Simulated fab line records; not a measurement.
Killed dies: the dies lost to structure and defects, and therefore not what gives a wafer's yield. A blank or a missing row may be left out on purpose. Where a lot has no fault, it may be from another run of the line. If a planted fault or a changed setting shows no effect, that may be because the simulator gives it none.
The same fault as seen by 2 desks / flow rit-cmos / every desk sees just its own numbers, and what lay behind them comes last

## THE METROLOGY DESK
What the gauges read, lot by lot, whatever tool the lot ran on: means of the sampled wafers that have a number. Any lot whose mean is over 4 standard deviations away from the usual mean is out of limits and marked OUT; that distance is given in the brackets.
Columns: A = SPACER_NITRIDE_THK at RIT_SPACER_THK_MEAS_04, usual 249.1 nm; B = M1_OVL at RIT_M1_OVL_MEAS_10, usual 0.0 nm
lot=L990; first seen here=day 2 22:57; A=248.5; B=1.0
lot=L991; first seen here=day 3 04:19; A=251.8; B=-0.2
lot=L994; first seen here=day 3 19:11; A=248.4; B=-1.2
lot=L995; first seen here=day 3 23:23; A=244.9; B=-0.3
lot=L996; first seen here=day 4 03:47; A=249.1; B=-0.0
lot=L998; first seen here=day 4 14:32; A=249.5; B=-0.3
lot=L999; first seen here=day 4 20:01; A=248.1; B=-0.2
lot=L100; first seen here=day 4 23:57; A=252.2; B=0.1
lot=L101; first seen here=day 5 05:47; A=246.4; B=0.3
lot=L103; first seen here=day 5 15:33; A=247.5; B=1.1
lot=L106; first seen here=day 6 05:29; A=249.6; B=-0.2
lot=L107; first seen here=day 6 11:15; A=252.6; B=2.1
lot=L112; first seen here=day 7 11:30; A=251.2; B=0.0
This desk's finding: nothing out of limits on any of the 13 lots.

## THE TOOL OWNER'S DESK: pecvd-02
The tool's own readings at RIT_CONTACT_CVD_00 (deposits SiO2 from TEOS, target thk 400 nm, time 61 s): means of the sampled wafers that have a number, for each lot that ran on this tool. Any lot whose mean is over 4 standard deviations away from the usual mean is out of limits and marked OUT; that distance is given in the brackets.
Columns: A = heater-power-w at RIT_CONTACT_CVD_00, usual 325 W
lot=L991; first seen here=day 3 08:55; A=322
lot=L994; first seen here=day 4 00:03; A=337
lot=L998; first seen here=day 4 19:16; A=313
lot=L101; first seen here=day 5 10:30; A=344
lot=L107; first seen here=day 6 16:00; A=290
This desk's finding: nothing out of limits on any of the 5 lots.

## BROUGHT TOGETHER
From the metrology desk's view, nothing was out of limits.
The tool owner's desk saw nothing out of limits.

## WHAT WAS PUT IN BY THE SIMULATOR
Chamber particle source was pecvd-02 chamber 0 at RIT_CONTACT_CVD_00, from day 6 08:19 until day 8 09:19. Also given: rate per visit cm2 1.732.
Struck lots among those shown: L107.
